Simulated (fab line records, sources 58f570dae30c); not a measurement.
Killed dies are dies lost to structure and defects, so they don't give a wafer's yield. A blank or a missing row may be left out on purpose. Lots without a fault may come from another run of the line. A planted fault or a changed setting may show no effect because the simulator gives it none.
A struck lot beside a sound one | flow berkeley_cmos170 | 23 steps out of a route of 331
Sound: wafers L177.2, L177.3, L177.5. Struck: wafers L187.3, L187.4, L187.5. The cause comes at the end.
At each step with rows: each side's tool, then ch and its chambers, then its first start. Under that, the readings that differ: sound wafers | struck wafers | difference of the means | sigmas: that difference in standard deviations of wafers without a fault.
alike: readings whose means differ by less than 2 such deviations, and words and numbers that are the same on both sides. not compared: withheld readings, readings that some wafer has no value for, bounds like >300 that may hide the same value, and numbers for which the record gives no deviation and whose values overlap.
The two part at a step that has a row with sigmas, a row that says differs or no value, or rows on one side only. Numbers that don't overlap but have no deviation are shown without sigmas and don't part them. A reading that every wafer of one side lacks parts them only if that side has two wafers or more.

UCB170_NWELL_ETCH_13: etches Si3N4 in CH3F/Ar/O2, stops on SiO2, target depth 246.4 nm, time 154 s.
  sound on rie_diel-03 ch 1,3, day 2 22:02; struck on rie_diel-03 ch 2,3, day 4 20:26
  alike: drypump_motor_current_A, oes_product_au, throttle_valve_pct
  not compared: rf_hours_counter_h
then, 1 step without rows for these wafers: UCB170_NWELL_IMPLANT_14.
UCB170_NWELL_STRIP_15: strips in O2.
  sound on plasma_asher-01 ch 0,1, day 2 22:17; struck on plasma_asher-04 ch 0,1, day 4 20:43
  alike: drypump_motor_current_A, oes_product_au, strip_time_to_endpoint_s
  not compared: rf_hours_counter_h
UCB170_NWELL_TW_MEAS_16:
  sound on film_metro-02, day 2 22:24; struck on film_metro-03, day 4 20:48
  alike: NWELL_TW
then, 6 steps without rows for these wafers: UCB170_NWELL_CLEAN_17 (cleans in SPM, time 600 s); UCB170_NWELL_WET_ETCH_18 (etches Si3N4 in H3PO4, time 14400 s); UCB170_NWELL_WET_ETCH_19 (etches SiO2 in BOE, time 22 s); UCB170_PWELL_CLEAN_00 (cleans in SPM, time 600 s); UCB170_PWELL_CLEAN_01 (cleans in dHF, time 60 s); UCB170_PWELL_OXIDATION_02 (target thk 26.4 nm, ox time 1260 s).
UCB170_PWELL_THK_MEAS_03:
  sound on film_metro-02, day 3 10:08; struck on film_metro-03, day 5 08:19
  alike: PWELL_OXIDE_THK
then, 1 step without rows for these wafers: UCB170_PWELL_ANNEAL_04 (time 900 s).
UCB170_PWELL_CVD_05: deposits Si3N4 from SiH2Cl2/NH3, target thk 220 nm, time 3300 s.
  sound on lpcvd-02 ch 0, day 3 20:26; struck on lpcvd-02 ch 0, day 5 13:55
  no value came back on the struck wafers for nh3_flow_sccm (sccm), pressure_mtorr (mTorr); on the sound wafers nh3_flow_sccm (sccm) reads 75.15 75.31 74.89
then, 6 steps without rows for these wafers: UCB170_PWELL_HMDS_07 (prime time 60 s); UCB170_PWELL_COAT_08 (resist thk 900 nm); UCB170_PWELL_SOFTBAKE_09 (time 60 s); UCB170_PWELL_EXPOSE_10 (exposes mask PWELL, target cd 3000 nm); UCB170_PWELL_PEB_11; UCB170_PWELL_DEVELOP_12 (develop time 45 s).
UCB170_PWELL_OVL_MEAS_13:
  sound on overlay-01, day 3 23:50; struck on overlay-02, day 5 17:28
  alike: PWELL_OVL
UCB170_PWELL_ETCH_14: etches Si3N4 in CH3F/Ar/O2, stops on SiO2, target depth 242 nm, time 151 s.
  sound on rie_diel-02 ch 1,3, day 3 23:52; struck on rie_diel-01 ch 0,3, day 5 17:29
  reading                  | sound           | struck      | difference | sigmas
  model.etch.depth_nm (nm) | 221 221.8 221.1 | 220 220 220 | -1         |
  alike: drypump_motor_current_A, oes_product_au, throttle_valve_pct
  not compared: rf_hours_counter_h
then, 1 step without rows for these wafers: UCB170_PWELL_IMPLANT_15.
-- the record jumps here: 6 days lie between the struck wafers' starts before and after (it left off in module PWELL and takes up again in module M3, whose first step shown is number 331 of the route) --
UCB170_M3_PROBE_99:
  the record has rows for the struck wafers here (prober-02, day 11 14:00) and none for the sound ones

WHERE THEY PART
First at UCB170_PWELL_CVD_05; last, within this record, at UCB170_M3_PROBE_99.

WHY: what the simulator had put in
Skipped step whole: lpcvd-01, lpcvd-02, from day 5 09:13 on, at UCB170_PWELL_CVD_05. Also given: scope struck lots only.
